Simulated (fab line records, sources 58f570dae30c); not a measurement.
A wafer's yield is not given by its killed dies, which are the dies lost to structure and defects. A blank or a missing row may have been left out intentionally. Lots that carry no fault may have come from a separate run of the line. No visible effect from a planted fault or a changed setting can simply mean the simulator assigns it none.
Struck lot and sound lot, side by side	flow berkeleyCmos170	16 steps out of a route of 331
Sound: wafers L773.2, L773.3, L773.4. Struck: wafers L783.1, L783.3, L783.4. The cause is named last.
At each step with rows: each side's tool, then ch and its chambers, then its first start. Under that, the readings that differ: sound wafers	struck wafers	difference of the means	sigmas: that difference in standard deviations of wafers without a fault.
alike: words and numbers the same on both sides, and readings whose means are apart by under 2 such deviations; not compared: readings that were withheld, readings missing a value for some wafer, numbers with overlapping values and no deviation given by the record, and bounds like >300 which may hide the same value.
A row with sigmas, a row that says differs or no value, or rows on one side alone: a step with any of these is where the two part. Non-overlapping numbers with no deviation appear without sigmas and do not part them. A reading missing from all wafers of one side parts the sides only when that side holds two or more wafers.

UCB170_NWELL_THK_MEAS_02:
  struck on filmMetro-01, day 4 21:00; sound on filmMetro-02, day 2 18:19
  alike: NWELL_OXIDE_THK
then, 2 steps without rows for these wafers: UCB170_NWELL_ANNEAL_03 (time 900 s); UCB170_NWELL_CVD_04 (deposits Si3N4 from SiH2Cl2/NH3, target thk 224 nm, time 3360 s).
UCB170_NWELL_THK_MEAS_05:
  struck on filmMetro-03, day 5 04:36; sound on filmMetro-03, day 3 01:50
reading	sound	struck	difference	sigmas
NWELL_NITRIDE_THK (nm)	231.0 229.9 229.3	225.4 224.7 223.4	-5.6	-3
then, 6 steps without rows for these wafers: UCB170_NWELL_HMDS_06 (prime time 60 s); UCB170_NWELL_COAT_07 (resist thk 900 nm); UCB170_NWELL_SOFTBAKE_08 (time 60 s); UCB170_NWELL_EXPOSE_09 (exposes mask NWELL, target cd 3000 nm); UCB170_NWELL_PEB_10; UCB170_NWELL_DEVELOP_11 (develop time 45 s).
UCB170_NWELL_OVL_MEAS_12:
  struck on overlay-02, day 5 06:04; sound on overlay-01, day 3 02:57
  alike: NWELL_OVL
UCB170_NWELL_ETCH_13: etches Si3N4 in CH3F/Ar/O2, stops on SiO2, target depth 246.4 nm, time 154 s.
  sound on rieDiel-03 ch 0,2,3, day 3 02:59; struck on rieDiel-01 ch 1,2,3, day 5 06:07
reading	sound	struck	difference	sigmas
drypumpMotorCurrentA (A)	5.7 6.0 5.8	5.2 4.9 4.7	-0.9	-2
oesProductAu (a.u.)	0.972 0.957 0.979	0.938 0.940 0.927	-0.034	-2
  alike: CH3F_flow_sccm, throttleValvePct
  not compared: rfHoursCounterH
UCB170_NWELL_IMPLANT_14:
  sound on implanter-03 ch 0, day 3 03:06; struck on implanter-03 ch 0, day 5 06:13
reading	sound	struck	difference	sigmas
doseIonsCm2	1.0015e+13 1.0002e+13 9.992e+12	9.192e+12 9.196e+12 9.214e+12	-8.023e+11	-67
faradayCurrentUA	31.2 30.7 31.8	28.8 30.0 29.0	-2.0	-3
UCB170_NWELL_STRIP_15: strips in O2.
  sound on plasmaAsher-02 ch 0,1, day 3 03:14; struck on plasmaAsher-03 ch 0,1, day 5 06:22
  alike: drypumpMotorCurrentA, oesProductAu, stripTimeToEndpointS
  not compared: rfHoursCounterH
UCB170_NWELL_TW_MEAS_16:
  struck on filmMetro-03, day 5 06:48; sound on filmMetro-03, day 3 03:20
reading	sound	struck	difference	sigmas
NWELL_TW	1264 1251 1263	1215 1212 1209	-47	-5
  not compared: hold
-- the record jumps here: 6 days lie between the struck wafers' starts before and after (it left off in module NWELL and takes up again in module M3, whose first step shown is number 331 of the route) --
UCB170_M3_PROBE_99:
  rows exist in the record for the struck wafers here (prober-01, day 11 12:20), but not for the sound ones

== WHERE THEY PART ==
At UCB170_NWELL_THK_MEAS_05 first; at UCB170_M3_PROBE_99 last (within this record only).

WHY: what the simulator had put in
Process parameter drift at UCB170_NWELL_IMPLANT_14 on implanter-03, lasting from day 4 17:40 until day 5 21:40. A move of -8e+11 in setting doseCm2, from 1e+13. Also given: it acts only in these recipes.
